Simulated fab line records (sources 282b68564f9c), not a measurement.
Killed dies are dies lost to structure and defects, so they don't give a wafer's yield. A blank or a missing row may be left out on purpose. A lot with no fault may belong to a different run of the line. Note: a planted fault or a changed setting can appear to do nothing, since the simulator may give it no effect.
Split-lot experiment + flow rit cmos + on a route of 202 steps: 5 lots, 23 wafers read

SPLIT DETAILS
At RIT_GATE_CVD_08 (deposits poly-Si from SiH4, target thk 250 nm, time 2220 s), the setting temp c was moved away from the recipe's 610 C on 10 of the 23 wafers read, by -1.9% to -1.9%. All remaining wafers had this setting at the recipe value.

Split to reading: the file shows no intervening step.

THE READING
At RIT_GATE_THK_MEAS_09: GATE_POLY_THK, given in nm. Fault-free wafers of this fab line usually give 249.5 nm, standard deviation 1.6 nm.

| wafer  | tool, chamber at the split | temp c as run, C | against the recipe | GATE_POLY_THK, nm | against lot-mates on the recipe |
|--------|----------------------------|------------------|--------------------|-------------------|---------------------------------|
| L077.1 | -, -                       | 598.6            | -1.9%              | 188.1             | no lot-mate on the recipe       |
| L077.2 | -, -                       | 598.6            | -1.9%              | 187.5             | no lot-mate on the recipe       |
| L077.3 | -, -                       | 598.6            | -1.9%              | 187.9             | no lot-mate on the recipe       |
| L077.5 | -, -                       | 598.6            | -1.9%              | 186.2             | no lot-mate on the recipe       |
| L077.6 | -, -                       | 598.6            | -1.9%              | 189.6             | no lot-mate on the recipe       |
| L079.1 | -, -                       | 610              | recipe             | 253.0             | -                               |
| L079.2 | -, -                       | 610              | recipe             | 249.5             | -                               |
| L079.3 | -, -                       | 610              | recipe             | 249.7             | -                               |
| L079.4 | -, -                       | 610              | recipe             | 249.0             | -                               |
| L079.5 | -, -                       | 610              | recipe             | 252.7             | -                               |
| L080.1 | -, -                       | 598.7            | -1.9%              | 190.8             | no lot-mate on the recipe       |
| L080.2 | -, -                       | 598.7            | -1.9%              | 189.2             | no lot-mate on the recipe       |
| L080.3 | -, -                       | 598.7            | -1.9%              | 189.6             | no lot-mate on the recipe       |
| L080.5 | -, -                       | 598.7            | -1.9%              | 189.4             | no lot-mate on the recipe       |
| L080.6 | -, -                       | 598.7            | -1.9%              | 187.2             | no lot-mate on the recipe       |
| L081.1 | -, -                       | 610              | recipe             | 249.3             | -                               |
| L081.2 | -, -                       | 610              | recipe             | 249.3             | -                               |
| L081.3 | -, -                       | 610              | recipe             | 250.1             | -                               |
| L081.5 | -, -                       | 610              | recipe             | 247.4             | -                               |
| L081.6 | -, -                       | 610              | recipe             | 249.9             | -                               |
| L082.1 | lpcvd-02, 1                | 610              | recipe             | 251.3             | -                               |
| L082.4 | lpcvd-02, 1                | 610              | recipe             | 248.2             | -                               |
| L082.5 | lpcvd-02, 1                | 610              | recipe             | 251.0             | -                               |

THE FIT
A straight line over all 23 wafers: GATE_POLY_THK changes by +33 nm for each +1% of temp c; r = +1.00; the points scatter about the line by 1.5 nm.
Too few moved wafers with a lot-mate on the recipe to fit a line net of each lot's own level.

THE WHOLE CHAIN: every reading that the file lists as answering this split, in the file's order
| step                   | what it does                                                                    | reading                                                                        | change (the file's fit)              | r (the file's) |
|------------------------|---------------------------------------------------------------------------------|--------------------------------------------------------------------------------|--------------------------------------|----------------|
| RIT_GATE_CVD_08        | deposits poly-Si from SiH4, target thk 250 nm, time 2220 s                      | poly-Si_of_GATE_CVD_08.thk nm (the simulator's own value, which no gauge read) | +33.1 nm for each +1% of the setting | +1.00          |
| RIT_GATE_THK_MEAS_09   |                                                                                 | GATE_POLY_THK                                                                  | +33 for each +1% of the setting      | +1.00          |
| RIT_GATE_ETCH_19       | etches poly-Si in SF6/CHF3/O2, stops on SiO2, time 165 s, target depth 312.5 nm | etch.depth nm (the simulator's own value, which no gauge read)                 | +33.1 nm for each +1% of the setting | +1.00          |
| RIT_GATE_ETCH_19       | etches poly-Si in SF6/CHF3/O2, stops on SiO2, time 165 s, target depth 312.5 nm | GATE.feature depth nm (the simulator's own value, which no gauge read)         | +33.1 nm for each +1% of the setting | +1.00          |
| RIT_SPACER_ETCHBACK_05 | etches Si3N4 in SF6/CHF3, stops on SiO2, target depth 250 nm, time 240 s        | poly-Si_of_GATE_CVD_08.thk nm (the simulator's own value, which no gauge read) | +32.5 nm for each +1% of the setting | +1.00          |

FILE'S OWN FIT
GATE_POLY_THK changes by +33 nm for each +1% of temp c, r = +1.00.
